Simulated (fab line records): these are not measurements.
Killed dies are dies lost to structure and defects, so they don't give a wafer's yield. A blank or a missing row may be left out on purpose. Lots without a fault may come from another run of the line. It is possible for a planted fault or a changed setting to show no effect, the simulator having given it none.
One fault seen from 2 desks ; flow berkeley_cmos170 ; only its own numbers are on each desk; what lay behind them is given at the end

## FROM THE METROLOGY DESK
What the gauges read, lot by lot, whatever tool the lot ran on: means of the sampled wafers that have a number. A lot is out of limits, marked OUT, if its mean lies more than 4 standard deviations from the usual mean; the brackets give that distance.
Columns: A = NWELL_OXIDE_THK at UCB170_NWELL_THK_MEAS_02, usual 26.0 nm; B = WELLDRIVE_OXIDE_THK at UCB170_WELLDRIVE_THK_MEAS_02, usual 198 nm; C = PVT_TW at UCB170_PVT_TW_MEAS_09, usual 510; D = cd_nm at UCB170_M3_CD_MEAS_15, usual 700.5 nm
lot;first seen here;A;B;C;D
L567;day 1 19:14;25.8;200;507;700.9
L568;day 2 03:49;26.3;206;507;698.9
L569;day 2 12:47;25.8;201;506;701.5
L570;day 2 17:40;26.5;201;507;698.9
L577;day 3 22:57;26.5;245 (+12) OUT;517;698.9
L582;day 4 23:56;25.6;254 (+14) OUT;516;703.5
L583;day 5 06:35;26.4;198;506;700.4
L584;day 5 11:08;25.8;196;512;701.6
L586;day 5 20:24;26.8;201;505;700.1
L587;day 6 06:02;25.1;195;507;703.3
L588;day 6 06:02;25.9;200;506;701.5
This desk finds L577, L582 out of limits, with the earliest case on L577 at day 5 08:04 (WELLDRIVE_OXIDE_THK at UCB170_WELLDRIVE_THK_MEAS_02). Within limits: L567, L568, L569, L570, L583, L584, L586, L587, L588.

## DESK OF THE TOOL OWNER: furnace-01
The tool's own readings at UCB170_WELLDRIVE_OXIDATION_01 (target thk 199 nm, ox time 9000 s): means of the sampled wafers that have a number, for each lot that ran on this tool. A lot is out of limits, marked OUT, if its mean lies more than 4 standard deviations from the usual mean; the brackets give that distance.
Columns: A = spike_tc_load_C at UCB170_WELLDRIVE_OXIDATION_01, usual 1128.1 C; B = tube_center_temp_C at UCB170_WELLDRIVE_OXIDATION_01, usual 1100 C; C = zone_power_centre_pct at UCB170_WELLDRIVE_OXIDATION_01, usual 61 %; D = zone_power_load_pct at UCB170_WELLDRIVE_OXIDATION_01, usual 40 %
lot;first seen here;A;B;C;D
L577;day 5 04:32;1128.7;1100;58;39
L582;day 6 11:37;1128.4;1100;58;38
Finding of this desk: none of the 2 lots has anything out of limits.

## BROUGHT TOGETHER
At day 5 08:04 the metrology desk could have sounded an alarm, on L577, L582.
The desk of the tool owner found nothing out of limits.
On record at the tool owner's desk: L577, L582, within its limits.
Of the lots named, all ran UCB170_WELLDRIVE_OXIDATION_01 on furnace-01.

## WHAT HAD BEEN PUT IN BY THE SIMULATOR
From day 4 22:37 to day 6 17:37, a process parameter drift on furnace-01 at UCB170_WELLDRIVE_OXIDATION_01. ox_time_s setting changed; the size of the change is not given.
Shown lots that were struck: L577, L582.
Delay in hours, fault start to first out-of-limits reading, per desk: metrology desk 9.
